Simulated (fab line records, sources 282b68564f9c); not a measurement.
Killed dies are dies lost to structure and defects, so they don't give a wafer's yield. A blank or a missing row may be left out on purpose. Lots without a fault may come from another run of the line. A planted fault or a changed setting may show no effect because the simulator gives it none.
Which tool did it? | flow rit_cmos | 14 lots, 42 wafers sampled, at 2 steps of a route of 202

WHAT THE GAUGES READ, wafer by wafer
RIT_PLDD_TW_MEAS_10.
lot  | measured    | on            | PLDD_TW
L323 | day 2 22:13 | film_metro-01 | 2337 2339 2348
L324 | day 3 02:23 | film_metro-04 | 2319 2326 2319
L325 | day 3 09:49 | film_metro-02 | 2368 2361 2368
L328 | day 3 23:14 | film_metro-02 | 2374 2380 2397
L330 | day 4 11:41 | film_metro-01 | 30 30 30
L331 | day 4 14:14 | film_metro-01 | 30 30 30
L339 | day 6 06:04 | film_metro-04 | 2339 2332 2345
L340 | day 6 09:51 | film_metro-04 | 2338 2340 2353
L341 | day 6 20:59 | film_metro-04 | 2346 2342 2334
L342 | day 7 02:25 | film_metro-02 | 2371 2346 2366
L343 | day 7 06:09 | film_metro-02 | 2344 2352 2354
L344 | day 7 10:16 | film_metro-01 | 2344 2318 2329
L345 | day 7 16:11 | film_metro-04 | 2322 2322 2320
L346 | day 8 00:28 | film_metro-02 | 2361 2389 2387

WHICH TOOL RAN EACH LOT (tool, then ch and the chambers of the sampled wafers, then the start)
lot  | RIT_NLDD_STRIP_09
L323 | plasma_asher-01 ch 0,1, day 2 20:32
L324 | plasma_asher-02 ch 0,1, day 3 00:46
L325 | plasma_asher-02 ch 0,1, day 3 08:06
L328 | plasma_asher-04 ch 0,1, day 3 21:31
L330 | plasma_asher-04 ch 0,1, day 4 10:05
L331 | plasma_asher-02 ch 0,1, day 4 12:31
L339 | plasma_asher-01 ch 0,1, day 6 04:29
L340 | plasma_asher-02 ch 0,1, day 6 08:15
L341 | plasma_asher-01 ch 0,1, day 6 19:23
L342 | plasma_asher-01 ch 0,1, day 7 00:49
L343 | plasma_asher-01 ch 0,1, day 7 04:33
L344 | plasma_asher-02 ch 0,1, day 7 08:35
L345 | plasma_asher-01 ch 0,1, day 7 14:19
L346 | plasma_asher-02 ch 0,1, day 7 22:52
- RIT_NLDD_STRIP_09: strips in O2, time 180 s.

WHAT THE TOOLS THEMSELVES READ (means of the sampled wafers that have a number; where no wafer has one, the mark that the record gives instead)
RIT_NLDD_STRIP_09.
lot  | tool            | chamber_pressure_mTorr (mTorr) | drypump_motor_current_A (A)
L323 | plasma_asher-01 | 4002                           | 5.9
L324 | plasma_asher-02 | 4000                           | 5.2
L325 | plasma_asher-02 | 4000                           | 5.2
L328 | plasma_asher-04 | 3999                           | 6.0
L330 | plasma_asher-04 | -                              | -
L331 | plasma_asher-02 | -                              | -
L339 | plasma_asher-01 | 3999                           | 6.2
L340 | plasma_asher-02 | 4001                           | 5.6
L341 | plasma_asher-01 | 3997                           | 6.2
L342 | plasma_asher-01 | 4002                           | 6.2
L343 | plasma_asher-01 | 3999                           | 5.9
L344 | plasma_asher-02 | 4001                           | 5.5
L345 | plasma_asher-01 | 3998                           | 6.2
L346 | plasma_asher-02 | 3999                           | 5.5

THE ANSWER, worked out from the rows above alone
Rule: what is usual is taken from the lots themselves. Put in order of their means at a reading, lots are off if they are a third of the lots or fewer, leave a main group of 4 or more, and stand apart from it by a gap of 3 or more times the standard deviation of the main group's means; of several such gaps the widest counts. A main group whose means are all the same, to the digits that the tables above print for the reading, isn't used. A lot without any number at a reading at which 4 lots or more have one is off too. The other lots that the step has rows for count as sound. The gauges are gone through in route order, then the tools' own readings, and for those a lot's mean is taken as printed above. The first step at which some lot is off is used, and at that step the reading that is off furthest; a lot without a number counts as furthest.
Off: L330, L331, at RIT_PLDD_TW_MEAS_10 (PLDD_TW). The main group: mean 2348, standard deviation 20.
A tool fits if, at a process step before that reading, it ran every lot that is off, and no sound lot after the first of them. The gauges at RIT_PLDD_TW_MEAS_10 aren't tried: what is off there is off at RIT_NLDD_STRIP_09 too, on other tools, and a gauge's error can't cause that. None of those tried fits.

WHAT THE SIMULATOR HAD PUT IN
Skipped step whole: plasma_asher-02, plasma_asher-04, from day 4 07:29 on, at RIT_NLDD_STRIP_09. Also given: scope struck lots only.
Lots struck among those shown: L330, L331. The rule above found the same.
